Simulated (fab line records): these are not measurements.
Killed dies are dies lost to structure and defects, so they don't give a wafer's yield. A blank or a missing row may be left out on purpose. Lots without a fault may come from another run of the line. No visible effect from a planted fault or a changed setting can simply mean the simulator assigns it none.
What tool caused it?	flow berkeley-cmos170	Sampling: 6 lots, 18 wafers, 2 of 331 route steps

WHAT THE GAUGES READ, wafer by wafer
UCB170_V1_THK_MEAS_04.
lot	measured	on	V1_POLISHED_THK (nm)
L632	day 7 23:22	film-metro-01	1000.5 1000.6 1000.6
L637	day 9 05:29	film-metro-03	1000.2 1000.6 1002.1
L642	day 10 05:46	film-metro-02	998.4 1000.3 1001.3
L645	day 11 03:23	film-metro-01	1001.0 999.8 999.7
L647	day 11 09:50	film-metro-03	1001.8 1000.6 999.9
L649	day 11 21:59	film-metro-03	1000.1 1001.0 1000.6

WHICH TOOL RAN EACH LOT (tool, then ch and the chambers of the sampled wafers, then the start)
lot	UCB170_SCREENOX_WET_ETCH_00
L632	wet-bench-02 ch 0, day 5 13:05
L637	wet-bench-01 ch 3, day 7 00:49
L642	wet-bench-03 ch 3, day 8 00:27
L645	wet-bench-02 ch 1, day 8 21:49
L647	wet-bench-02 ch 2, day 8 21:49
L649	wet-bench-02 ch 0, day 9 18:16
- UCB170_SCREENOX_WET_ETCH_00: etches SiO2 in dHF, time 200 s.

THE ANSWER, worked out from the rows above alone
Rule: what is usual is taken from the lots themselves. Put in order of their means at a reading, lots are off if they are a third of the lots or fewer, leave a main group of 4 or more, and stand apart from it by a gap of 3 or more times the standard deviation of the main group's means; of several such gaps the widest counts. If all means in a main group match to the digits the tables above print for the reading, that group is not used. Also off: a lot with no number at a reading for which 4 or more lots have one. Where the step has rows for the other lots, those lots are counted as sound.
Nothing can be told from this: no lot is off at any reading shown.

WHAT THE SIMULATOR HAD PUT IN
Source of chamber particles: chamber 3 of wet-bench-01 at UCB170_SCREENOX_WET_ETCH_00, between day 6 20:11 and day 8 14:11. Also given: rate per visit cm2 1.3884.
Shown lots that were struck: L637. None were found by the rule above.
